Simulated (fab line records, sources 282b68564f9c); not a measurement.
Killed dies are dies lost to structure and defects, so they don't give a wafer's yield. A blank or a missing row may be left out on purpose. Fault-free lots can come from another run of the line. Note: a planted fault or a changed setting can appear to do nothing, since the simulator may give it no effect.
fab line records	flow rit-cmos
record: lots: 7	wafers: 21	last-day: 7
route steps=202 shown GATE@84 M1@202
lots with no fault: from the same line, run without faults
start-h: hours from the record's opening day to when the first of the lot's shown wafers began	wait-h: time in hours since the lot's previous step	" the same as in the row above	L1.1+2: several wafers, shown together as one row	- either no value or no given start	* or withheld: withheld	< > ~ a bound
route shown NAME@n: a module of which the file shows steps, and the number in the route of the first	usual: mean/standard deviation taken from wafers without a fault	same: alike in all rows	chamber/n: place in a boat	sites: the reading at each site	_std_site: the standard deviation of these	_edge_site: mean of outer sites minus mean of inner sites	radius-mm: how far each site lies from the wafer's centre	mask NAME#n: copy n	behind: the most recent tool/chamber to have shaped the wafer	hold: cause of the lot's hold/its duration in hours/its outcome	device: the transistor (n, p or np) that didn't switch	end of line: tests of these same wafers at the route's end	a step without rows: its recipe alone	killed: at the first sort, the dies lost to defects and structure; wafer yield is something else	map: a wafer's dies, marking killed ones x, the rest . and places with no die _
set.NAME: the run value of the setting; set.NAME@STEP: its run value at that earlier step	model.NAME: the simulator's own value behind a step, which no gauge read
lots at some steps of the route; a table a step, a row a wafer
services: from which hour (start-h, from the record's first day; less than 0 if before it) a tool's chamber was out of use, for how many hours, and why
== steps ==
step: RIT_GATE_CVD_08
recipe: material: poly-Si	target-thk-nm: 250	temp-c: 610	precursor: SiH4	time-s: 2220	pressure-mtorr: 300	sih4-flow-sccm: 100
step: RIT_GATE_THK_MEAS_09
recipe: reads: poly-Si_of_GATE_CVD_08
usual: GATE_POLY_THK: 248.9/1.9
lot.wafer	tool	chamber	start-h	wait-h	GATE_POLY_THK[nm]
L757.3	film-metro-04	-	50.76	0.0	250.4
L757.4	"	-	"	"	250.6
L757.6	"	-	"	"	250.1
L763.1	film-metro-01	-	80.57	0.0	249.8
L763.3	"	-	"	"	246.8
L763.5	"	-	"	"	249.2
L768.3	film-metro-04	-	101.44	0.0	251.2
L768.5	"	-	"	"	251.6
L768.6	"	-	"	"	251.2
L769.2	film-metro-01	-	105.16	0.0	249.0
L769.3	"	-	"	"	247.7
L769.5	"	-	"	"	247.4
L770.1	film-metro-04	-	114.56	0.0	249.3
L770.2	"	-	"	"	248.4
L770.5	"	-	"	"	247.6
L774.1	film-metro-01	-	132.08	0.0	250.9
L774.2	"	-	"	"	250.6
L774.6	"	-	"	"	251.8
L775.4	film-metro-02	-	139.94	0.0	250.3
L775.5	"	-	"	"	249.1
L775.6	"	-	"	"	248.1
step: RIT_GATE_HMDS_10
recipe: prime-time-s: 60	prime-temp-c: 140
step: RIT_GATE_COAT_11
recipe: resist: NOVOLAK	spin-rpm: 4250	resist-thk-nm: 850
step: RIT_GATE_SOFTBAKE_12
recipe: resist: NOVOLAK	temp-c: 90	time-s: 60
step: RIT_GATE_EXPOSE_13
recipe: mask-id: M6	na: 0.6	source-shape: conventional	sigma-outer: 0.6	target-cd-nm: 150	dose-mj: 380
step: RIT_GATE_PEB_14
recipe: resist: NOVOLAK	temp-c: withheld	time-s: withheld
step: RIT_GATE_DEVELOP_15
recipe: resist: NOVOLAK	develop-time-s: 50	dev-temp-c: 22.39
step: RIT_GATE_CD_MEAS_16
recipe: target-cd-nm: 150
usual: cd-nm: 150.6/2.5
lot.wafer	tool	chamber	start-h	wait-h	cd-nm
L757.3	cd-sem-01	-	51.69	-	147.5
L757.4	"	-	"	"	144.1
L757.6	"	-	"	"	147.2
L763.1	cd-sem-02	-	81.60	-	148.5
L763.3	"	-	"	"	148.7
L763.5	"	-	"	"	148.8
L768.3	cd-sem-01	-	102.43	-	151.8
L768.5	"	-	"	"	151.8
L768.6	"	-	"	"	153.9
L769.2	cd-sem-02	-	106.23	-	151.4
L769.3	"	-	"	"	153.8
L769.5	"	-	"	"	150.7
L770.1	cd-sem-02	-	115.47	-	149.4
L770.2	"	-	"	"	148.6
L770.5	"	-	"	"	148.3
L774.1	cd-sem-02	-	132.99	-	144.0
L774.2	"	-	"	"	145.1
L774.6	"	-	"	"	145.4
L775.4	cd-sem-02	-	140.96	-	150.5
L775.5	"	-	"	"	153.0
L775.6	"	-	"	"	151.2
step: RIT_GATE_OVL_MEAS_17
usual: GATE_OVL: -0.4/1.3
lot.wafer	tool	chamber	start-h	wait-h	GATE_OVL[nm]
L757.3	overlay-02	-	51.78	0.1	-1.7
L757.4	"	-	"	"	-1.8
L757.6	"	-	"	"	-1.8
L763.1	overlay-01	-	81.72	0.1	-1.5
L763.3	"	-	"	"	-1.6
L763.5	"	-	"	"	-1.0
L768.3	overlay-02	-	102.52	0.1	-2.0
L768.5	"	-	"	"	-1.3
L768.6	"	-	"	"	-1.2
L769.2	overlay-02	-	106.33	0.1	-2.6
L769.3	"	-	"	"	-1.3
L769.5	"	-	"	"	0.5
L770.1	overlay-02	-	115.59	0.1	-0.2
L770.2	"	-	"	"	-1.0
L770.5	"	-	"	"	0.4
L774.1	overlay-02	-	133.11	0.1	0.4
L774.2	"	-	"	"	2.0
L774.6	"	-	"	"	0.9
L775.4	overlay-02	-	141.04	0.1	-0.9
L775.5	"	-	"	"	0.1
L775.6	"	-	"	"	-0.1
step: RIT_GATE_HARDBAKE_18
recipe: resist: NOVOLAK	temp-c: 140	time-s: 60
step: RIT_GATE_ETCH_19
recipe: chemistry: SF6/CHF3/O2	time-s: 165	SF6_flow_sccm: 30	CHF3_flow_sccm: 30	O2_flow_sccm: 5	target: poly-Si	pressure-mtorr: 40	rf-w: 160	target-depth-a: 3125	over-etch-frac: 0.25	stop-on: SiO2
usual: drypump-motor-current-A: 5.6/0.33	oes-product-au: 0.842/0.013	throttle-valve-pct: 10.31/0.13
lot.wafer	tool	chamber	start-h	wait-h	drypump-motor-current-A	oes-product-au	rf-hours-counter-h	throttle-valve-pct
L757.3	rie-si-01	0	51.98	0.1	5.3	0.888	148	10.47
L757.4	"	3	"	"	5.0	0.851	92	10.18
L757.6	"	2	"	"	5.9	0.845	-	10.08
L763.1	rie-si-01	2	81.91	0.1	5.9	0.838	144	10.08
L763.3	"	0	"	"	5.3	0.868	148	10.48
L763.5	"	0	"	"	5.3	0.875	-	10.47
L768.3	rie-si-02	3	102.69	0.1	6.0	0.852	61	10.25
L768.5	"	3	"	"	6.0	0.849	-	10.25
L768.6	"	0	"	"	5.8	0.850	-	10.27
L769.2	rie-si-01	2	106.51	0.1	5.9	0.836	144	10.08
L769.3	"	0	"	"	5.3	0.866	148	10.47
L769.5	"	0	"	"	5.3	0.864	-	10.48
L770.1	rie-si-02	2	115.78	0.1	5.6	0.842	111	10.36
L770.2	"	1	"	"	5.6	0.827	119	10.46
L770.5	"	2	"	"	5.6	0.832	-	10.35
L774.1	rie-si-02	0	133.30	0.1	5.8	0.851	2	10.26
L774.2	"	3	"	"	6.0	0.849	61	10.23
L774.6	"	1	"	"	5.6	0.832	-	10.46
L775.4	rie-si-01	2	141.26	0.1	5.9	0.839	-	10.06
L775.5	"	3	"	"	5.0	0.841	-	10.17
L775.6	"	1	"	"	5.3	0.842	-	10.44
step: RIT_GATE_STRIP_20
recipe: chemistry: O2	time-s: 180	resist: NOVOLAK	platen-temp-c: withheld	power-w: 500	pressure-mtorr: 4000	o2-flow-sccm: 4000
usual: chamber-pressure-mTorr: 4000/3.6	drypump-motor-current-A: 5.99/0.28
lot.wafer	tool	chamber	start-h	wait-h	chamber-pressure-mTorr	drypump-motor-current-A	rf-hours-counter-h	model.NOVOLAK_of_GATE_COAT_11.thk-nm
L757.3	plasma-asher-04	1	52.15	0.1	4002	5.32	-	0
L757.4	"	0	"	"	3999	6.04	-	0
L757.6	"	1	"	"	3997	5.33	-	0
L763.1	plasma-asher-04	0	82.02	0.1	4003	6.01	46	0
L763.3	"	0	"	"	4000	6.03	-	0
L763.5	"	1	"	"	3996	5.30	-	0
L768.3	plasma-asher-04	0	102.86	0.1	-	-	-	664.2
L768.5	"	0	"	"	-	-	-	665.8
L768.6	"	1	"	"	-	-	-	671.3
L769.2	plasma-asher-03	1	106.62	0.1	-	-	-	667.3
L769.3	"	0	"	"	-	-	-	672.8
L769.5	"	1	"	"	-	-	-	670.6
L770.1	plasma-asher-02	1	115.89	0.1	-	-	-	674.5
L770.2	"	0	"	"	-	-	-	669.5
L770.5	"	1	"	"	-	-	-	673.6
L774.1	plasma-asher-02	1	133.40	0.1	4006	6.14	51	0
L774.2	"	0	"	"	4004	6.07	51	0
L774.6	"	1	"	"	4004	6.16	-	0
L775.4	plasma-asher-02	0	141.37	0.1	4004	6.04	-	0
L775.5	"	0	"	"	4001	6.05	-	0
L775.6	"	1	"	"	3996	6.14	-	0
step: RIT_GATE_CD_MEAS_90
recipe: target-cd-nm: 150
usual: cd-nm: 150.5/2.5
lot.wafer	tool	chamber	start-h	wait-h	cd-nm
L757.3	cd-sem-02	-	52.30	0.1	147.3
L757.4	"	-	"	"	144.4
L757.6	"	-	"	"	146.9
L763.1	cd-sem-02	-	82.19	0.1	148.8
L763.3	"	-	"	"	148.6
L763.5	"	-	"	"	148.0
L768.3	cd-sem-01	-	103.02	0.1	151.8
L768.5	"	-	"	"	151.9
L768.6	"	-	"	"	154.1
L769.2	cd-sem-01	-	106.82	0.1	151.5
L769.3	"	-	"	"	153.3
L769.5	"	-	"	"	150.9
L770.1	cd-sem-02	-	116.06	0.1	149.6
L770.2	"	-	"	"	148.6
L770.5	"	-	"	"	148.5
L774.1	cd-sem-02	-	133.58	0.1	144.1
L774.2	"	-	"	"	144.9
L774.6	"	-	"	"	145.1
L775.4	cd-sem-02	-	141.55	0.1	150.3
L775.5	"	-	"	"	153.3
L775.6	"	-	"	"	151.5
step: RIT_M1_PROBE_99
usual: killed-at-front-end: 6.7/2.9	killed-dies: 6.7/2.9	killed-on-rim: 1.8/1.4	killed-open: 3.4/1.8	killed-short: 3.3/2.2
same: gross-dies: 264	killed_at_M0_to_M3: 0	killed_at_M4_up: 0	killed-at-back-side: 0	killed-at-contacts: 0	killed-at-other: 0
lot.wafer	tool	chamber	start-h	wait-h	killed-at-front-end	killed-dies	killed-on-rim	killed-open	killed-short
L757.3	prober-02	-	72.30	0.2	5	5	1	3	2
L757.4	prober-02	-	72.35	0.2	5	5	0	2	3
L757.6	prober-02	-	72.45	0.2	7	7	0	2	5
L763.1	prober-02	-	105.46	0.1	9	9	4	4	5
L763.3	prober-02	-	105.56	0.2	5	5	2	3	2
L763.5	prober-02	-	105.66	0.2	11	11	3	6	5
L768.3	prober-02	-	125.15	0.2	264	264	70	1	3
L768.5	prober-02	-	125.25	0.2	264	264	70	4	4
L768.6	prober-02	-	125.30	0.2	264	264	70	8	5
L769.2	prober-01	-	127.67	0.1	264	264	70	5	7
L769.3	prober-01	-	127.72	0.2	264	264	70	1	0
L769.5	prober-01	-	127.82	0.2	264	264	70	3	3
L770.1	prober-02	-	135.75	0.1	264	264	70	3	3
L770.2	prober-02	-	135.80	0.1	264	264	70	3	5
L770.5	prober-02	-	135.95	0.2	264	264	70	7	2
L774.1	prober-02	-	154.64	0.1	5	5	3	4	1
L774.2	prober-02	-	154.69	0.1	10	10	4	4	6
L774.6	prober-02	-	154.89	0.2	5	5	1	3	2
L775.4	prober-01	-	161.99	0.2	11	11	1	8	3
L775.5	prober-01	-	162.04	0.2	5	5	1	2	3
L775.6	prober-01	-	162.09	0.2	3	3	1	2	1
killed by level:class
L757.3 FOX1:geometric-particle:open=2 FOX1:geometric-particle:short=1 GATE:geometric-particle:short=1 GATE:geometric-particle:open=1
L757.4 SILICIDE:geometric-particle:short=2 REOX:geometric-particle:open=1 REOX:geometric-particle:short=1 SILICIDE:geometric-particle:open=1
L757.6 FOX1:geometric-particle:short=3 ACTIVE:geometric-particle:short=1 FOX1:geometric-particle:open=1 FOX2:geometric-particle:open=1 GATE:geometric-particle:short=1
L763.1 GATE:geometric-particle:short=3 FOX1:geometric-particle:open=2 FOX1:geometric-particle:short=1 GATE:geometric-particle:open=1 REOX:geometric-particle:open=1 SILICIDE:geometric-particle:short=1
L763.3 GATE:geometric-particle:short=2 FOX2:geometric-particle:open=1 GATE:geometric-particle:open=1 SILICIDE:geometric-particle:open=1
L763.5 GATE:geometric-particle:open=3 FOX1:geometric-particle:short=2 SILICIDE:geometric-particle:short=2 FOX1:geometric-particle:open=1 REOX:geometric-particle:open=1 SPACER:geometric-particle:short=1 SILICIDE:geometric-particle:open=1
L768.3 REOX:area-oxidation=260 SPACER:geometric-particle:short=3 REOX:geometric-particle:open=1
L768.5 REOX:area-oxidation=256 FOX2:geometric-particle:short=3 FOX1:geometric-particle:open=2 FOX1:geometric-particle:short=1 GATE:geometric-particle:open=1 SPACER:geometric-particle:open=1
L768.6 REOX:area-oxidation=251 FOX1:geometric-particle:open=5 REOX:geometric-particle:short=2 SPACER:geometric-particle:short=2 SPACER:geometric-particle:open=2 FOX2:geometric-particle:short=1 GATE:geometric-particle:open=1
L769.2 REOX:area-oxidation=252 GATE:geometric-particle:short=3 FOX1:geometric-particle:short=2 GATE:geometric-particle:open=2 REOX:geometric-particle:open=2 SPACER:geometric-particle:short=2 FOX2:geometric-particle:open=1
L769.3 REOX:area-oxidation=263 SILICIDE:geometric-particle:open=1
L769.5 REOX:area-oxidation=258 FOX2:geometric-particle:short=1 GATE:geometric-particle:open=1 GATE:geometric-particle:short=1 REOX:geometric-particle:open=1 REOX:geometric-particle:short=1 SPACER:geometric-particle:open=1
L770.1 REOX:area-oxidation=258 FOX1:geometric-particle:short=2 FOX2:geometric-particle:open=1 GATE:geometric-particle:open=1 SILICIDE:geometric-particle:open=1 SILICIDE:geometric-particle:short=1
L770.2 REOX:area-oxidation=256 GATE:geometric-particle:short=2 REOX:geometric-particle:open=2 FOX1:geometric-particle:short=1 REOX:geometric-particle:short=1 SPACER:geometric-particle:open=1 SILICIDE:geometric-particle:short=1
L770.5 REOX:area-oxidation=255 FOX1:geometric-particle:open=3 GATE:geometric-particle:open=2 GATE:geometric-particle:short=2 SILICIDE:geometric-particle:open=2
L774.1 SPACER:geometric-particle:open=3 GATE:geometric-particle:short=1 REOX:geometric-particle:open=1
L774.2 GATE:geometric-particle:open=4 GATE:geometric-particle:short=3 SPACER:geometric-particle:short=3
L774.6 SILICIDE:geometric-particle:open=2 GATE:geometric-particle:open=1 GATE:geometric-particle:short=1 SPACER:geometric-particle:short=1
L775.4 GATE:geometric-particle:open=3 FOX1:geometric-particle:open=2 SPACER:geometric-particle:open=2 FOX1:geometric-particle:short=1 GATE:geometric-particle:short=1 REOX:geometric-particle:open=1 SPACER:geometric-particle:short=1
L775.5 FOX1:geometric-particle:short=2 GATE:geometric-particle:open=1 SPACER:geometric-particle:short=1 SILICIDE:geometric-particle:open=1
L775.6 SPACER:geometric-particle:short=1 SPACER:geometric-particle:open=1 SILICIDE:geometric-particle:open=1
map L768.3 (x killed, . not)
________xxxxxxx_______
_____xxxxxxxxxxxxx____
____xxxxxxxxxxxxxxx___
___xxxxxxxxxxxxxxxxx__
__xxxxxxxxxxxxxxxxxxx_
__xxxxxxxxxxxxxxxxxxx_
_xxxxxxxxxxxxxxxxxxxxx
_xxxxxxxxxxxxxxxxxxxxx
_xxxxxxxxxxxxxxxxxxxxx
_xxxxxxxxxxxxxxxxxxxxx
__xxxxxxxxxxxxxxxxxxx_
__xxxxxxxxxxxxxxxxxxx_
___xxxxxxxxxxxxxxxxx__
____xxxxxxxxxxxxxxx___
_____xxxxxxxxxxxxx____
________xxxxxxx_______
map L769.2 (x killed, . not)
________xxxxxxx_______
_____xxxxxxxxxxxxx____
____xxxxxxxxxxxxxxx___
___xxxxxxxxxxxxxxxxx__
__xxxxxxxxxxxxxxxxxxx_
__xxxxxxxxxxxxxxxxxxx_
_xxxxxxxxxxxxxxxxxxxxx
_xxxxxxxxxxxxxxxxxxxxx
_xxxxxxxxxxxxxxxxxxxxx
_xxxxxxxxxxxxxxxxxxxxx
__xxxxxxxxxxxxxxxxxxx_
__xxxxxxxxxxxxxxxxxxx_
___xxxxxxxxxxxxxxxxx__
____xxxxxxxxxxxxxxx___
_____xxxxxxxxxxxxx____
________xxxxxxx_______
== services ==
tool	chamber	start-h	hours	kind
plasma-asher-03	-	31.99	31.5	repair
plasma-asher-03	-	63.47	2.8	pm
rie-si-02	2	76.38	2.1	repair
plasma-asher-04	-	108.75	9.0	pm
plasma-asher-04	0	108.75	9.0	vent-cycle
plasma-asher-04	1	108.75	9.0	vent-cycle
plasma-asher-04	0	117.75	-	clean
plasma-asher-04	1	117.75	-	clean
rie-si-01	0	120.25	-	clean
rie-si-01	0	120.25	22.6	scheduled-down
rie-si-01	0	120.25	22.6	vent-cycle
plasma-asher-03	-	139.37	6.4	repair
== key ==
first-sign: step: RIT_GATE_STRIP_20	reading: tool-record	direction: missing
effect: step: RIT_M1_PROBE_99	reading: killed-at-front-end	direction: up	sigmas: 90	usual: 6.7	struck: 264
model-effect: step: RIT_GATE_STRIP_20	value: NOVOLAK_of_GATE_COAT_11.thk-nm	without: 0	struck: 670
more-kills-born-at: RIT_REOX_OXIDATION_03@furnace-04: 1542	RIT_REOX_OXIDATION_03@furnace-03: 767
met-at RIT_GATE_STRIP_20
struck-wafers L768.3,L768.5,L768.6,L769.2,L769.3,L769.5,L770.1,L770.2,L770.5
later-rows-left-out L768.3,L768.5,L768.6,L769.2,L769.3,L769.5,L770.1,L770.2,L770.5
tester-left-out L768,L769,L770
onset-between 82.02 102.86
fault: kind: skipped-step-whole	tool: plasma-asher-02,plasma-asher-03,plasma-asher-04	chamber: -	onset-h: 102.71	steps: RIT_GATE_STRIP_20	scope: struck-lots-only
tester-left-out: of these lots the tester's yield and bins aren't shown, on N5 and GAA mostly nor the transistor test; their killed dies are dies lost to structure and defects alone, not to doping, threshold or leakage, so they don't give the yield
later-rows-left-out: the simulator's readings of these wafers behind a module that went badly wrong aren't trusted and aren't shown, but for the sort
